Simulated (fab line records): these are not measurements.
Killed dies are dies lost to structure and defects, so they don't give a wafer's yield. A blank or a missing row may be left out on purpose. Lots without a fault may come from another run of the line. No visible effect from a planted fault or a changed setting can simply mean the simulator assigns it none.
Matching of chambers -- flow berkeleyCmos170 -- 4 sister chambers for UCB170_V2_ETCH_14 on rieDiel-04
The step etches SiO2 in CHF3/CF4/Ar, stops on Al, target depth 1250 nm, time 291 s. 4 wafers are shown with their chamber, then 7 later ones without.

== EACH WAFER AND ITS CHAMBER ==
wafer,chamber,drypumpMotorCurrentA (A)
L991.2,0,5.9
L991.5,2,6.0
L995.1,1,5.7
L995.2,3,6.4

== WAFERS WHOSE CHAMBER IS MISSING ==
wafer,drypumpMotorCurrentA (A)
L995.6,6.0
L998.4,6.0
L998.5,6.0
L998.6,5.6
L100.2,6.0
L100.4,5.7
L100.6,5.9

== THE CHAMBER EACH PASSED THROUGH ==
wafer,from the rows above,in truth
L995.6,2,2
L998.4,2,2
L998.5,2,2
L998.6,1,1
L100.2,2,2
L100.4,1,1
L100.6,0,0
7 of 7 placed correctly. Not placeable from these rows: 0. Wrongly placed: 0.
How it was worked out, from the rows above alone: a wafer's distance from a chamber is the root of the sum, over the readings, of the square of ((its reading less the chamber's mean) divided by the reading's scatter). The wafer belongs to the nearest chamber; if the next one is less than 2 further off, it can't be placed. For every chamber, the mean is computed from those of its wafers that are shown. The scatter (one wafer shown for each chamber): square how far every hidden wafer sits from the nearest shown wafer, average those squares and take the square root.
